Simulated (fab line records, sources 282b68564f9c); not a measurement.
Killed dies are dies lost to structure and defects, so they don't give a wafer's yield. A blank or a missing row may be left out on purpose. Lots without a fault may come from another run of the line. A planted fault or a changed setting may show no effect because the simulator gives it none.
A struck lot beside a sound one | flow rit_cmos | 15 steps out of a route of 202
Sound: wafers L673.2, L673.5, L673.6. Struck: wafers L690.2, L690.3, L690.4. The cause comes at the end.
At each step with rows: each side's tool, then ch and its chambers, then its first start. Under that, the readings that differ: sound wafers | struck wafers | difference of the means | sigmas: that difference in standard deviations of wafers without a fault.
alike: readings whose means differ by less than 2 such deviations, and words and numbers that are the same on both sides. not compared: withheld readings, readings that some wafer has no value for, bounds like >300 that may hide the same value, and numbers for which the record gives no deviation and whose values overlap.
The two part at a step that has a row with sigmas, a row that says differs or no value, or rows on one side only. Numbers that don't overlap but have no deviation are shown without sigmas and don't part them. A reading that every wafer of one side lacks parts them only if that side has two wafers or more.

RIT_ACTIVE_THK_MEAS_02:
  sound on film_metro-01, day 1 12:04; struck on film_metro-02, day 5 01:53
  alike: ACTIVE_OXIDE_THK
then, 1 step without rows for these wafers: RIT_ACTIVE_CVD_03 (deposits Si3N4 from SiH2Cl2/NH3, target thk 150 nm, time 1500 s).
RIT_ACTIVE_THK_MEAS_04:
  sound on film_metro-01, day 1 13:32; struck on film_metro-04, day 5 04:07
  alike: ACTIVE_NITRIDE_THK
then, 6 steps without rows for these wafers: RIT_ACTIVE_HMDS_05 (prime time 60 s); RIT_ACTIVE_COAT_06 (resist thk 1000 nm); RIT_ACTIVE_SOFTBAKE_07 (time 60 s); RIT_ACTIVE_EXPOSE_08 (exposes mask M1, target cd 1400 nm); RIT_ACTIVE_PEB_09; RIT_ACTIVE_DEVELOP_10 (develop time 50 s).
RIT_ACTIVE_CD_MEAS_11: target cd 1400 nm.
  sound on cd_sem-02, day 1 14:28; struck on cd_sem-02, day 5 05:10
  alike: cd_nm
then, 1 step without rows for these wafers: RIT_ACTIVE_HARDBAKE_12 (time 60 s).
RIT_ACTIVE_ETCH_13: etches Si3N4 in SF6, stops on SiO2, time 210 s, target depth 210 nm.
  sound on rie_diel-02 ch 0,1, day 1 14:43; struck on rie_diel-01 ch 1,2,3, day 5 05:25
  alike: drypump_motor_current_A, oes_product_au, rf_fwd_power_W, throttle_valve_pct
  not compared: rf_hours_counter_h
RIT_ACTIVE_STRIP_14: strips in O2, time 180 s.
  sound on plasma_asher-02 ch 0,1, day 1 14:50; struck on plasma_asher-02 ch 0,1, day 5 05:33
  no value came back on the struck wafers for chamber_pressure_mTorr (mTorr), drypump_motor_current_A (A); on the sound wafers chamber_pressure_mTorr (mTorr) reads 3998 4004 4007
  reading                                     | sound | struck            | difference | sigmas
  model.NOVOLAK_of_ACTIVE_COAT_06.thk_nm (nm) | 0 0 0 | 653.1 646.5 640.1 | +646.6     |
  not compared: rf_hours_counter_h
RIT_ACTIVE_CD_MEAS_90: target cd 1400 nm.
  sound on cd_sem-02, day 1 15:02; struck on cd_sem-01, day 5 05:45
  alike: cd_nm
RIT_M1_PROBE_99:
  sound on prober-01, day 3 12:46; struck on prober-02, day 6 23:43
  reading             | sound | struck      | difference | sigmas
  killed_at_front_end | 6 7 4 | 264 264 264 | +258       | +89
  killed_dies         | 6 7 4 | 264 264 264 | +258       | +89
  killed_on_rim       | 1 4 0 | 70 70 70    | +68        | +49
  alike: killed_at_contacts, killed_open, killed_short

WHERE THEY PART
First at RIT_ACTIVE_STRIP_14; last, within this record, at RIT_M1_PROBE_99.

WHY: what the simulator had put in
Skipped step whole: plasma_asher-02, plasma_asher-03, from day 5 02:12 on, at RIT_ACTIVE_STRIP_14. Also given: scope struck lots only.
